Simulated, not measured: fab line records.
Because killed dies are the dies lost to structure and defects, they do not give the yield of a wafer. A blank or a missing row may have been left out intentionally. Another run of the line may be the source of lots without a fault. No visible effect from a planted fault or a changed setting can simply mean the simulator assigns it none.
Which tool is to blame?    flow berkeleyCmos170    6 lots (18 wafers sampled), 1 step of a 331-step route

== WHAT EACH GAUGE READ, for each wafer ==
UCB170_GATE_OVL_MEAS_13.
lot   measured      on          GATE_OVL (nm)
L302  day 6 15:36   overlay-02  -2 -3 4
L306  day 6 21:27   overlay-02  -4 2 -3
L307  day 7 01:45   overlay-01  -9 4 0
L309  day 7 17:35   overlay-02  10 2 4
L321  day 10 08:34  overlay-02  0 4 1
L324  day 11 00:48  overlay-02  0 -2 7

== WHICH TOOL RAN EACH LOT (tool, then ch and the chambers of the sampled wafers, then the start) ==
The record holds no process step before these readings.

== THE ANSWER, worked out from the rows above alone ==
Rule: what is usual is taken from the lots themselves. Put in order of their means at a reading, lots are off if they are a third of the lots or fewer, leave a main group of 4 or more, and stand apart from it by a gap of 3 or more times the standard deviation of the main group's means; of several such gaps the widest counts. The tables above print the reading to a certain number of digits; a main group whose means all agree to those digits is not used. A lot without any number at a reading at which 4 lots or more have one is off too. All remaining lots with rows at the step are treated as sound.
No lot is off at any reading shown: from this, nothing can be told.

== WHAT THE SIMULATOR HAD INSERTED ==
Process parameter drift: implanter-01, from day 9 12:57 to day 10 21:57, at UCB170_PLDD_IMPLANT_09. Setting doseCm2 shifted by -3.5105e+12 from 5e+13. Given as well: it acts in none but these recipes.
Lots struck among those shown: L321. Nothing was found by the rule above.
